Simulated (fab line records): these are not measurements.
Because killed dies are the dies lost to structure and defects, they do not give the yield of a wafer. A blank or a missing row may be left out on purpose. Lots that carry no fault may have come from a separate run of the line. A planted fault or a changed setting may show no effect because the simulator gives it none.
fab line records	flow berkeley_cmos170
record: lots: 5	wafers: 23
route steps=331 shown PSD@183 NSD@191 BACKSIDE@201 SDANNEAL@204 CONTACT@228 M1@238 M2@272
start_h: hours from the record's first day to the start of the lot's first wafer shown	wait_h: time in hours since the lot's previous step	" as in the row above	L1.1+2: one row covering several wafers at once	- no value, or no start given	* or withheld: withheld	< > ~ a bound
route shown NAME@n: names a module that has steps shown in the file, with the first one's number in the route	usual: mean/standard deviation taken from wafers without a fault	same: alike in all rows	chamber/n: place in a boat	sites: per-site readings	_std_site: standard deviation across them	_edge_site: the outer-site mean with the inner-site mean subtracted	radius_mm: for every site, how far away it sits from the centre of the wafer	mask NAME#n: copy n	behind: the last tool/chamber to shape the wafer	hold: reason for holding the lot/hours on hold/outcome of the hold	device: whichever transistor did not switch (one of n, p or np)	end of line: the tests these same wafers got at the end of their route	step lacking rows: just its recipe	killed: dies lost to structure and defects at the first sort, not the wafer's yield	map: a wafer's dies, x killed, . not, _ none there
set.NAME: the run value of the setting; set.NAME@STEP: its run value at that earlier step	model.NAME: the simulator's own value behind a step, which no gauge read
lots with deliberately changed settings; one table per step, one row per wafer
== steps ==
step: UCB170_PSD_IMPLANT_08
recipe: species: B	dose_cm2: 3e+15	energy_kev: 20	tilt_deg: 7
lot.wafer	tool	chamber	start_h	wait_h	set.dose_cm2
L075.1+2+3	implanter-03	0	182.67	0.0	2.813e+15
L075.4+6	"	0	"	"	3e+15
L078.1+2	implanter-01	0	182.67	0.0	3e+15
L078.3+4+6	"	0	"	"	2.919e+15
L080.2+3+4+5+6	implanter-03	0	182.97	0.0	3e+15
L082.1+2+4	implanter-03	0	197.83	0.0	2.864e+15
L082.3+6	"	0	"	"	3e+15
L081.1+2+3	implanter-02	0	198.19	0.0	3e+15
step: UCB170_PSD_STRIP_09
recipe: chemistry: O2	power_w: 400	pressure_mtorr: 3500	platen_temp_c: withheld	o2_flow_sccm: 400	overash_fraction: 0.5
usual: strip_time_to_endpoint_s: 29.39/0.081
lot.wafer	tool	chamber	start_h	wait_h	set.dose_cm2@PSD_IMPLANT_08	strip_time_to_endpoint_s
L075.1	plasma_asher-03	0	182.82	0.1	2.813e+15	28.81
L075.2	"	1	"	"	2.813e+15	28.75
L075.3	"	0	"	"	2.813e+15	28.69
L075.4	"	1	"	"	3e+15	29.45
L075.6	"	1	"	"	3e+15	29.42
L078.1	plasma_asher-02	1	182.82	0.1	3e+15	29.49
L078.2	"	0	"	"	3e+15	29.35
L078.3	"	1	"	"	2.919e+15	29.10
L078.4	"	0	"	"	2.919e+15	29.05
L078.6	"	1	"	"	2.919e+15	29.20
L080.2	plasma_asher-03	0	183.09	0.1	3e+15	29.31
L080.3	"	1	"	"	3e+15	29.31
L080.4	"	0	"	"	3e+15	29.42
L080.5	"	1	"	"	3e+15	29.32
L080.6	"	0	"	"	3e+15	29.38
L082.1	plasma_asher-02	0	197.98	0.1	2.864e+15	28.99
L082.2	"	1	"	"	2.864e+15	29.07
L082.3	"	0	"	"	3e+15	29.48
L082.4	"	1	"	"	2.864e+15	29.05
L082.6	"	1	"	"	3e+15	29.52
L081.1	plasma_asher-04	0	198.34	0.1	3e+15	29.25
L081.2	"	1	"	"	3e+15	29.23
L081.3	"	0	"	"	3e+15	29.25
step: UCB170_PSD_TW_MEAS_10
usual: PSD_TW: 2316/15
lot.wafer	tool	chamber	start_h	wait_h	set.dose_cm2@PSD_IMPLANT_08	PSD_TW
L075.1	film_metro-03	-	182.92	0.1	2.813e+15	2282
L075.2	"	-	"	"	2.813e+15	2288
L075.3	"	-	"	"	2.813e+15	2288
L075.4	"	-	"	"	3e+15	2340
L075.6	"	-	"	"	3e+15	2320
L078.1	film_metro-04	-	182.92	0.1	3e+15	2310
L078.2	"	-	"	"	3e+15	2302
L078.3	"	-	"	"	2.919e+15	2278
L078.4	"	-	"	"	2.919e+15	2276
L078.6	"	-	"	"	2.919e+15	2273
L080.2	film_metro-03	-	183.20	0.1	3e+15	2333
L080.3	"	-	"	"	3e+15	2328
L080.4	"	-	"	"	3e+15	2322
L080.5	"	-	"	"	3e+15	2322
L080.6	"	-	"	"	3e+15	2344
L082.1	film_metro-03	-	198.08	0.1	2.864e+15	2305
L082.2	"	-	"	"	2.864e+15	2295
L082.3	"	-	"	"	3e+15	2339
L082.4	"	-	"	"	2.864e+15	2306
L082.6	"	-	"	"	3e+15	2338
L081.1	film_metro-04	-	198.45	0.1	3e+15	2314
L081.2	"	-	"	"	3e+15	2316
L081.3	"	-	"	"	3e+15	2308
step: UCB170_NSD_PEB_04
recipe: peb_temp_c: 130	peb_time_s: withheld	resist: KrF
lot.wafer	tool	chamber	start_h	wait_h	set.peb_temp_c
L075.1+3	litho_track-01	0	184.72	0.3	131.9
L075.2+4+6	"	0	"	"	130
L080.2+3+6	litho_track-03	0	185.02	0.1	130
L080.4+5	"	0	"	"	128.8
L078.1+3	litho_track-01	0	185.27	0.1	127
L078.2+4+6	"	0	"	"	130
L082.1+4	litho_track-03	0	199.35	0.3	131.5
L082.2+3+6	"	0	"	"	130
L081.1+2+3	litho_track-03	0	199.90	0.1	130
step: UCB170_NSD_DEVELOP_05
recipe: developer: TMAH	develop_time_s: 45	resist: KrF	dev_temp_c: 21
step: UCB170_NSD_CD_MEAS_06
recipe: target_cd_nm: 1200
usual: cd_nm: 1199.9/1.3
lot.wafer	tool	chamber	start_h	wait_h	set.peb_temp_c@NSD_PEB_04	cd_nm
L075.1	cd_sem-02	-	184.99	-	131.9	1213.5
L075.2	"	-	"	"	130	1200.6
L075.3	"	-	"	"	131.9	1213.1
L075.4	"	-	"	"	130	1200.7
L075.6	"	-	"	"	130	1201.3
L080.2	cd_sem-01	-	185.29	-	130	1201.2
L080.3	"	-	"	"	130	1201.8
L080.4	"	-	"	"	128.8	1192.4
L080.5	"	-	"	"	128.8	1192.1
L080.6	"	-	"	"	130	1200.6
L078.1	cd_sem-02	-	185.54	-	127	1174.3
L078.2	"	-	"	"	130	1197.7
L078.3	"	-	"	"	127	1174.6
L078.4	"	-	"	"	130	1197.8
L078.6	"	-	"	"	130	1197.0
L082.1	cd_sem-01	-	199.62	-	131.5	1210.2
L082.2	"	-	"	"	130	1199.9
L082.3	"	-	"	"	130	1200.3
L082.4	"	-	"	"	131.5	1210.1
L082.6	"	-	"	"	130	1200.1
L081.1	cd_sem-01	-	200.17	-	130	1198.5
L081.2	"	-	"	"	130	1198.3
L081.3	"	-	"	"	130	1198.2
step: UCB170_BACKSIDE_SOFTBAKE_02
recipe: resist: KrF	temp_c: 130	time_s: 60
lot.wafer	tool	chamber	start_h	wait_h	set.time_s
L075.1+2	litho_track-02	0	185.95	0.1	60
L075.3+4+6	"	0	"	"	53.76
L080.2+5	litho_track-04	0	186.49	0.1	60
L080.3+4+6	"	0	"	"	55.69
L078.1+2+3+4+6	litho_track-01	0	186.74	0.1	60
L082.1+3+6	litho_track-02	0	200.56	0.1	52.32
L082.2+4	"	0	"	"	60
L081.1+2+3	litho_track-04	0	201.29	0.1	60
step: UCB170_BACKSIDE_STRIP_03
recipe: chemistry: O2	power_w: 400	pressure_mtorr: 3500	platen_temp_c: withheld	o2_flow_sccm: 400	overash_fraction: 0.5
step: UCB170_BACKSIDE_CLEAN_04
recipe: chemistry: SPM	temp_c: 120	time_s: 600
step: UCB170_SDANNEAL_RTA_00
recipe: temp_c: 900	time_s: 10	ambient: N2
step: UCB170_SDANNEAL_RTA_01
recipe: temp_c: 1050	time_s: 5	ambient: N2
step: UCB170_SDANNEAL_RS_MEAS_02
recipe: thk_meas_gauge: four-point-probe
usual: PSD_RS: 75.6/0.32
lot.wafer	tool	chamber	start_h	wait_h	set.dose_cm2@PSD_IMPLANT_08	PSD_RS[ohm/sq]
L075.1	film_metro-04	-	186.50	0.0	2.813e+15	79.1
L075.2	"	-	"	"	2.813e+15	78.9
L075.3	"	-	"	"	2.813e+15	79.3
L075.4	"	-	"	"	3e+15	75.6
L075.6	"	-	"	"	3e+15	75.5
L080.2	film_metro-04	-	187.04	0.1	3e+15	75.8
L080.3	"	-	"	"	3e+15	75.8
L080.4	"	-	"	"	3e+15	75.8
L080.5	"	-	"	"	3e+15	75.7
L080.6	"	-	"	"	3e+15	75.9
L078.1	film_metro-04	-	187.50	0.3	3e+15	75.6
L078.2	"	-	"	"	3e+15	76.0
L078.3	"	-	"	"	2.919e+15	76.9
L078.4	"	-	"	"	2.919e+15	77.3
L078.6	"	-	"	"	2.919e+15	77.3
L082.1	film_metro-02	-	201.12	0.0	2.864e+15	77.9
L082.2	"	-	"	"	2.864e+15	78.0
L082.3	"	-	"	"	3e+15	75.6
L082.4	"	-	"	"	2.864e+15	77.5
L082.6	"	-	"	"	3e+15	75.2
L081.1	film_metro-02	-	201.84	0.0	3e+15	75.9
L081.2	"	-	"	"	3e+15	75.8
L081.3	"	-	"	"	3e+15	75.6
step: UCB170_CONTACT_EXPOSE_12
recipe: mask_id: CONT	target_cd_nm: 700	na: 0.5	sigma_outer: 0.6	source_shape: conventional	dose_mj: 35
lot.wafer	tool	chamber	start_h	wait_h	mask	set.dose_mj
L075.1+4	krf_scanner-02	0	192.92	-	CONT#0	37.27
L075.2+3+6	"	0	"	"	CONT#0	35
L078.1+6	krf_scanner-02	0	193.26	-	CONT#0	35
L078.2+3+4	"	0	"	"	CONT#0	32.39
L080.2+4+6	krf_scanner-02	0	193.39	-	CONT#0	33.41
L080.3+5	"	0	"	"	CONT#0	35
L082.1+2+6	krf_scanner-02	0	205.90	-	CONT#0	35
L082.3+4	"	0	"	"	CONT#0	33.9
L081.1+2+3	krf_scanner-01	0	208.41	-	CONT#0	35
step: UCB170_CONTACT_PEB_13
recipe: peb_temp_c: 130	peb_time_s: withheld	resist: KrF
step: UCB170_CONTACT_DEVELOP_14
recipe: developer: TMAH	develop_time_s: 45	resist: KrF	dev_temp_c: 21
step: UCB170_CONTACT_CD_MEAS_15
recipe: target_cd_nm: 700
usual: cd_nm: 699.5/1.4
lot.wafer	tool	chamber	start_h	wait_h	set.dose_mj@CONTACT_EXPOSE_12	cd_nm
L075.1	cd_sem-01	-	193.53	-	37.27	710.9
L075.2	"	-	"	"	35	700.3
L075.3	"	-	"	"	35	700.4
L075.4	"	-	"	"	37.27	711.3
L075.6	"	-	"	"	35	701.9
L078.1	cd_sem-01	-	193.81	-	35	700.6
L078.2	"	-	"	"	32.39	685.1
L078.3	"	-	"	"	32.39	685.9
L078.4	"	-	"	"	32.39	684.5
L078.6	"	-	"	"	35	698.5
L080.2	cd_sem-02	-	193.89	-	33.41	690.7
L080.3	"	-	"	"	35	698.1
L080.4	"	-	"	"	33.41	691.1
L080.5	"	-	"	"	35	699.2
L080.6	"	-	"	"	33.41	690.6
L082.1	cd_sem-02	-	207.11	-	35	697.7
L082.2	"	-	"	"	35	696.8
L082.3	"	-	"	"	33.9	692.0
L082.4	"	-	"	"	33.9	691.6
L082.6	"	-	"	"	35	697.6
L081.1	cd_sem-01	-	209.06	-	35	700.2
L081.2	"	-	"	"	35	700.4
L081.3	"	-	"	"	35	700.8
step: UCB170_CONTACT_ETCH_17
recipe: chemistry: N2/H2	target_depth_a: withheld	overetch_a: withheld	target: BARC	time_s: withheld	source_w: 500	bias_w: 100	pressure_mtorr: 30	n2_flow_sccm: 100	h2_flow_sccm: 200
lot.wafer	tool	chamber	start_h	wait_h	set.dose_mj@CONTACT_EXPOSE_12	model.CONTACT.cd_nm
L075.1	rie_diel-03	0	193.69	0.0	37.27	711.4
L075.2+3	"	3,1	"	"	35	700.5
L075.4	"	2	"	"	37.27	710.8
L075.6	"	1	"	"	35	701.5
L078.1	rie_diel-03	1	193.96	0.0	35	700
L078.2	"	2	"	"	32.39	684.6
L078.3	"	0	"	"	32.39	686.4
L078.4	"	3	"	"	32.39	683.7
L078.6	"	1	"	"	35	698.5
L080.2	rie_diel-04	2	194.03	0.0	33.41	690.5
L080.3	"	0	"	"	35	698
L080.4	"	1	"	"	33.41	690.7
L080.5	"	1	"	"	35	698.9
L080.6	"	0	"	"	33.41	690.8
L082.1	rie_diel-03	0	207.26	0.0	35	698.1
L082.2	"	3	"	"	35	696.5
L082.3	"	1	"	"	33.9	691.3
L082.4	"	2	"	"	33.9	691
L082.6	"	2	"	"	35	697.7
L081.1	rie_diel-03	1	209.22	0.0	35	699.2
L081.2	"	0	"	"	35	700.8
L081.3	"	3	"	"	35	700.3
step: UCB170_CONTACT_ETCH_18
recipe: chemistry: CHF3/CF4/Ar	target: PSG	stop_on: TiSi2	CHF3_flow_sccm: 45	cf4_flow_sccm: 15	Ar_flow_sccm: 150	pressure_mtorr: 200	rf_w: 700	target_depth_a: 8400	over_etch_frac: 0.2	time_s: 195
step: UCB170_CONTACT_STRIP_19
recipe: chemistry: O2	power_w: 400	pressure_mtorr: 3500	platen_temp_c: withheld	o2_flow_sccm: 400	overash_fraction: 0.5
step: UCB170_CONTACT_CD_MEAS_90
recipe: target_cd_nm: 700
usual: cd_nm: 699.2/1.5
lot.wafer	tool	chamber	start_h	wait_h	set.dose_mj@CONTACT_EXPOSE_12	cd_nm
L075.1	cd_sem-02	-	193.99	0.1	37.27	711.5
L075.2	"	-	"	"	35	700.1
L075.3	"	-	"	"	35	699.6
L075.4	"	-	"	"	37.27	709.9
L075.6	"	-	"	"	35	700.8
L078.1	cd_sem-01	-	194.23	0.1	35	700.1
L078.2	"	-	"	"	32.39	683.3
L078.3	"	-	"	"	32.39	686.2
L078.4	"	-	"	"	32.39	683.6
L078.6	"	-	"	"	35	697.7
L080.2	cd_sem-02	-	194.32	0.1	33.41	690.7
L080.3	"	-	"	"	35	697.2
L080.4	"	-	"	"	33.41	690.5
L080.5	"	-	"	"	35	698.6
L080.6	"	-	"	"	33.41	690.6
L082.1	cd_sem-02	-	207.53	0.1	35	698.9
L082.2	"	-	"	"	35	696.7
L082.3	"	-	"	"	33.9	691.7
L082.4	"	-	"	"	33.9	690.6
L082.6	"	-	"	"	35	697.1
L081.1	cd_sem-01	-	209.48	0.1	35	699.1
L081.2	"	-	"	"	35	701.1
L081.3	"	-	"	"	35	700.0
step: UCB170_M1_SPUTTER_00
recipe: material: Al	target_thk_nm: 600	time_s: 80	power_w: 6000	chamber_pressure_pa: 0.5
lot.wafer	tool	chamber	start_h	wait_h	set.power_w	model.Al_of_M1_SPUTTER_00.thk_nm
L075.1	pvd_sputter-02	-	194.46	0.0	5603	556.7
L075.2	"	-	"	"	6000	596.8
L075.3	"	-	"	"	6000	593.5
L075.4	"	-	"	"	6000	597.1
L075.6	"	-	"	"	5603	563.5
L078.1	pvd_sputter-03	-	194.65	0.0	5410	556
L078.2	"	-	"	"	6000	601.6
L078.3	"	-	"	"	6000	595.2
L078.4	"	-	"	"	5410	546
L078.6	"	-	"	"	5410	544
L080.2	pvd_sputter-01	-	194.65	0.0	5398	534
L080.3	"	-	"	"	6000	597.2
L080.4	"	-	"	"	5398	534.8
L080.5	"	-	"	"	5398	533.5
L080.6	"	-	"	"	6000	593.8
L082.1	pvd_sputter-03	-	207.82	0.0	6000	596.8
L082.2	"	-	"	"	6332	624.1
L082.3	"	-	"	"	6000	603.6
L082.4	"	-	"	"	6332	640.8
L082.6	"	-	"	"	6332	634.3
L081.1	pvd_sputter-01	-	209.78	0.0	6000	600.8
L081.2	"	-	"	"	6000	605.4
L081.3	"	-	"	"	6000	593.6
step: UCB170_M1_RS_MEAS_01
recipe: thk_meas_gauge: four-point-probe	reads: Al_of_M1_SPUTTER_00
usual: M1_AL_RS: 0.0486/0.00061
lot.wafer	tool	chamber	start_h	wait_h	set.power_w@M1_SPUTTER_00	M1_AL_RS[ohm/sq]
L075.1	film_metro-04	-	194.52	0.0	5603	0.0524
L075.2	"	-	"	"	6000	0.0488
L075.3	"	-	"	"	6000	0.0490
L075.4	"	-	"	"	6000	0.0488
L075.6	"	-	"	"	5603	0.0517
L078.1	film_metro-02	-	194.71	0.0	5410	0.0523
L078.2	"	-	"	"	6000	0.0484
L078.3	"	-	"	"	6000	0.0489
L078.4	"	-	"	"	5410	0.0534
L078.6	"	-	"	"	5410	0.0534
L080.2	film_metro-04	-	194.73	0.1	5398	0.0547
L080.3	"	-	"	"	6000	0.0489
L080.4	"	-	"	"	5398	0.0547
L080.5	"	-	"	"	5398	0.0547
L080.6	"	-	"	"	6000	0.0491
L082.1	film_metro-03	-	207.89	0.0	6000	0.0488
L082.2	"	-	"	"	6332	0.0467
L082.3	"	-	"	"	6000	0.0484
L082.4	"	-	"	"	6332	0.0455
L082.6	"	-	"	"	6332	0.0459
L081.1	film_metro-02	-	209.84	0.0	6000	0.0484
L081.2	"	-	"	"	6000	0.0479
L081.3	"	-	"	"	6000	0.0490
step: UCB170_M1_THK_MEAS_02
recipe: thk_meas_gauge: xrf	reads: Al_of_M1_SPUTTER_00
usual: M1_AL_THK: 594/9.1
lot.wafer	tool	chamber	start_h	wait_h	set.power_w@M1_SPUTTER_00	M1_AL_THK[nm]
L075.1	film_metro-04	-	194.64	0.1	5603	553
L075.2	"	-	"	"	6000	590
L075.3	"	-	"	"	6000	586
L075.4	"	-	"	"	6000	587
L075.6	"	-	"	"	5603	559
L078.1	film_metro-02	-	194.83	0.1	5410	557
L078.2	"	-	"	"	6000	606
L078.3	"	-	"	"	6000	595
L078.4	"	-	"	"	5410	542
L078.6	"	-	"	"	5410	543
L080.2	film_metro-04	-	194.84	0.1	5398	526
L080.3	"	-	"	"	6000	588
L080.4	"	-	"	"	5398	532
L080.5	"	-	"	"	5398	526
L080.6	"	-	"	"	6000	587
L082.1	film_metro-03	-	208.01	0.1	6000	589
L082.2	"	-	"	"	6332	618
L082.3	"	-	"	"	6000	596
L082.4	"	-	"	"	6332	634
L082.6	"	-	"	"	6332	626
L081.1	film_metro-02	-	209.96	0.1	6000	599
L081.2	"	-	"	"	6000	606
L081.3	"	-	"	"	6000	591
step: UCB170_M2_SPUTTER_01
recipe: material: Al	target_thk_nm: 900	time_s: 120	power_w: 6000	chamber_pressure_pa: 0.5
lot.wafer	tool	chamber	start_h	wait_h	set.power_w	model.Al_of_M2_SPUTTER_01.thk_nm
L075.1	pvd_sputter-03	-	203.46	0.0	6000	885.5
L075.2	"	-	"	"	6000	892.8
L075.3	"	-	"	"	5713	854.2
L075.4	"	-	"	"	6000	893.9
L075.6	"	-	"	"	5713	846
L078.1	pvd_sputter-04	-	203.74	0.0	5721	841.7
L078.2	"	-	"	"	6000	876.7
L078.3	"	-	"	"	5721	857.9
L078.4	"	-	"	"	6000	872.4
L078.6	"	-	"	"	5721	847.6
L080.2	pvd_sputter-03	-	203.86	0.0	6000	897.9
L080.3	"	-	"	"	6000	907.5
L080.4	"	-	"	"	6000	897.6
L080.5	"	-	"	"	6000	908.6
L080.6	"	-	"	"	6000	890.8
L082.1	pvd_sputter-02	-	216.33	0.0	5599	847.8
L082.2	"	-	"	"	5599	830.9
L082.3	"	-	"	"	6000	898.4
L082.4	"	-	"	"	5599	847.6
L082.6	"	-	"	"	6000	899.3
L081.1	pvd_sputter-02	-	216.90	0.0	6000	889.9
L081.2	"	-	"	"	6000	899.5
L081.3	"	-	"	"	6000	889.1
step: UCB170_M2_RS_MEAS_02
recipe: thk_meas_gauge: four-point-probe	reads: Al_of_M2_SPUTTER_01
usual: M2_AL_RS: 0.0323/0.00032
lot.wafer	tool	chamber	start_h	wait_h	set.power_w@M2_SPUTTER_01	M2_AL_RS[ohm/sq]
L075.1	film_metro-01	-	203.54	0.0	6000	0.0327
L075.2	"	-	"	"	6000	0.0324
L075.3	"	-	"	"	5713	0.0339
L075.4	"	-	"	"	6000	0.0324
L075.6	"	-	"	"	5713	0.0342
L078.1	film_metro-04	-	203.82	0.0	5721	0.0345
L078.2	"	-	"	"	6000	0.0332
L078.3	"	-	"	"	5721	0.0338
L078.4	"	-	"	"	6000	0.0333
L078.6	"	-	"	"	5721	0.0342
L080.2	film_metro-03	-	203.96	0.1	6000	0.0323
L080.3	"	-	"	"	6000	0.0319
L080.4	"	-	"	"	6000	0.0322
L080.5	"	-	"	"	6000	0.0318
L080.6	"	-	"	"	6000	0.0325
L082.1	film_metro-01	-	216.42	0.0	5599	0.0342
L082.2	"	-	"	"	5599	0.0348
L082.3	"	-	"	"	6000	0.0322
L082.4	"	-	"	"	5599	0.0342
L082.6	"	-	"	"	6000	0.0320
L081.1	film_metro-01	-	216.98	0.0	6000	0.0325
L081.2	"	-	"	"	6000	0.0321
L081.3	"	-	"	"	6000	0.0325
step: UCB170_M2_THK_MEAS_03
recipe: thk_meas_gauge: xrf	reads: Al_of_M2_SPUTTER_01
usual: M2_AL_THK: 888/9.6
lot.wafer	tool	chamber	start_h	wait_h	set.power_w@M2_SPUTTER_01	M2_AL_THK[nm]
L075.1	film_metro-01	-	203.66	0.1	6000	879
L075.2	"	-	"	"	6000	889
L075.3	"	-	"	"	5713	849
L075.4	"	-	"	"	6000	892
L075.6	"	-	"	"	5713	840
L078.1	film_metro-04	-	203.94	0.1	5721	836
L078.2	"	-	"	"	6000	867
L078.3	"	-	"	"	5721	852
L078.4	"	-	"	"	6000	857
L078.6	"	-	"	"	5721	842
L080.2	film_metro-03	-	204.07	0.1	6000	885
L080.3	"	-	"	"	6000	891
L080.4	"	-	"	"	6000	887
L080.5	"	-	"	"	6000	894
L080.6	"	-	"	"	6000	878
L082.1	film_metro-01	-	216.54	0.1	5599	842
L082.2	"	-	"	"	5599	823
L082.3	"	-	"	"	6000	888
L082.4	"	-	"	"	5599	839
L082.6	"	-	"	"	6000	887
L081.1	film_metro-01	-	217.10	0.1	6000	880
L081.2	"	-	"	"	6000	888
L081.3	"	-	"	"	6000	882
== key ==
split: step: UCB170_PSD_IMPLANT_08	setting: dose_cm2	stated: 3e+15	by: wafer
response: step: UCB170_PSD_STRIP_09	reading: strip_time_to_endpoint_s	change: *	per: 1%	r: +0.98
response: step: UCB170_PSD_TW_MEAS_10	reading: PSD_TW	change: +7.78	per: 1%	r: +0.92
response: step: UCB170_SDANNEAL_RS_MEAS_02	reading: PSD_RS	change: -0.549	per: 1%	r: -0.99
split: step: UCB170_NSD_PEB_04	setting: peb_temp_c	stated: 130	by: wafer
response: step: UCB170_NSD_CD_MEAS_06	reading: cd_nm	change: +9.45	per: 1%	r: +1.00
split: step: UCB170_BACKSIDE_SOFTBAKE_02	setting: time_s	stated: 60	by: wafer
response none clear
split: step: UCB170_CONTACT_EXPOSE_12	setting: dose_mj	stated: 35	by: wafer
response: step: UCB170_CONTACT_CD_MEAS_15	reading: cd_nm	change: +1.77	per: 1%	r: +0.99
response: step: UCB170_CONTACT_ETCH_17	reading: model.CONTACT.cd_nm	change: +1.78	per: 1%	r: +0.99
response: step: UCB170_CONTACT_CD_MEAS_90	reading: cd_nm	change: +1.79	per: 1%	r: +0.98
split: step: UCB170_M1_SPUTTER_00	setting: power_w	stated: 6000	by: wafer
response: step: UCB170_M1_SPUTTER_00	reading: model.Al_of_M1_SPUTTER_00.thk_nm	change: +5.61	per: 1%	r: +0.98
response: step: UCB170_M1_RS_MEAS_01	reading: M1_AL_RS	change: -0.0005	per: 1%	r: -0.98
response: step: UCB170_M1_THK_MEAS_02	reading: M1_AL_THK	change: +5.56	per: 1%	r: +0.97
split: step: UCB170_M2_SPUTTER_01	setting: power_w	stated: 6000	by: wafer
response: step: UCB170_M2_SPUTTER_01	reading: model.Al_of_M2_SPUTTER_01.thk_nm	change: +7.76	per: 1%	r: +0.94
response: step: UCB170_M2_RS_MEAS_02	reading: M2_AL_RS	change: -0.000302	per: 1%	r: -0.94
response: step: UCB170_M2_THK_MEAS_03	reading: M2_AL_THK	change: +7.22	per: 1%	r: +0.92
